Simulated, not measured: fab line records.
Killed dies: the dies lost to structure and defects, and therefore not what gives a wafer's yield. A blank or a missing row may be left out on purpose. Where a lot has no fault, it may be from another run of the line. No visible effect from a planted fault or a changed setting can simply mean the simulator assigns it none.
One fault through the eyes of 2 desks | flow ritCmos | each desk has only its own numbers; what lay behind them comes last

DESK OF THE TOOL OWNER: implanter-03
RIT_PSD_IMPLANT_08, tool's own readings: per-lot mean of the sampled wafers with a number, covering each lot this tool ran. If a lot's mean is further than 4 standard deviations from the usual mean, the lot is out of limits and carries the mark OUT (the distance appears in the brackets).
Columns: A = beamEnergyKeV at RIT_PSD_IMPLANT_08, usual 27.000; B = beamOnS at RIT_PSD_IMPLANT_08, usual 13.8 s; C = faradayCurrentUA at RIT_PSD_IMPLANT_08, usual 11207
lot  | first seen here | A                        | B    | C
L278 | day 3 23:29     | 26.994                   | 12.7 | 12023
L280 | day 4 07:31     | 27.009                   | 12.6 | 12198
L283 | day 5 04:57     | 27.003                   | 12.8 | 11986
L285 | day 5 11:10     | 32.932 (+99 or more) OUT | 12.8 | 12058
L286 | day 5 17:49     | 32.936 (+99 or more) OUT | 12.6 | 12241
L287 | day 5 20:04     | 32.939 (+99 or more) OUT | 12.9 | 11936
This desk's finding: out of limits on L285, L286, L287; first on L285, day 5 11:10 (beamEnergyKeV at RIT_PSD_IMPLANT_08). L278, L280, L283 stayed within limits.

FROM THE METROLOGY DESK
What the gauges read, lot by lot, whatever tool the lot ran on: means of the sampled wafers that have a number. If a lot's mean is further than 4 standard deviations from the usual mean, the lot is out of limits and carries the mark OUT (the distance appears in the brackets).
Columns: A = PSD_TW at RIT_PSD_TW_MEAS_10, usual 3429; B = PSD_RS at RIT_SDANNEAL_RS_MEAS_04, usual 115.78 ohm/sq
lot  | first seen here | A               | B
L275 | day 3 15:59     | 3419            | 115.86
L277 | day 3 18:59     | 3398            | 115.88
L278 | day 3 23:48     | 3447            | 116.12
L279 | day 4 07:22     | 3437            | 115.82
L280 | day 4 07:50     | 3458            | 115.90
L283 | day 5 05:17     | 3383            | 115.87
L285 | day 5 11:30     | 3561 (+4.3) OUT | 104.04 (-42) OUT
L286 | day 5 18:08     | 3626 (+6.3) OUT | 104.21 (-41) OUT
L287 | day 5 20:24     | 3655 (+7.3) OUT | 103.53 (-44) OUT
L290 | day 6 12:38     | 3390            | 115.64
L292 | day 6 21:03     | 3413            | 115.52
L293 | day 7 04:22     | 3421            | 115.60
L295 | day 7 07:23     | 3375            | 115.79
L296 | day 7 15:51     | 3383            | 115.53
L298 | day 8 02:01     | 3436            | 115.71
This desk reports L285, L286, L287 out of limits; the earliest was L285 at day 5 11:30 (PSD_TW at RIT_PSD_TW_MEAS_10). L275, L277, L278, L279, L280, L283, L290, L292, L293, L295, L296, L298 stayed within limits.

TAKEN TOGETHER
An alarm could have come from the tool owner's desk at day 5 11:10, on L285, L286, L287.
Metrology desk: alarm possible at day 5 11:30 on L285, L286, L287.
All the named lots went through RIT_PSD_IMPLANT_08 on implanter-03.

WHAT THE SIMULATOR HAD INSERTED
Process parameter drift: implanter-03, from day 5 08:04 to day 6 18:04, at RIT_PSD_IMPLANT_08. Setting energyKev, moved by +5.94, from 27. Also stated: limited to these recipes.
Lots struck among those shown: L285, L286, L287.
Delay (hours) between the fault's onset and each desk's first out-of-limits reading: 3 at the tool owner's desk, 3 at the metrology desk.
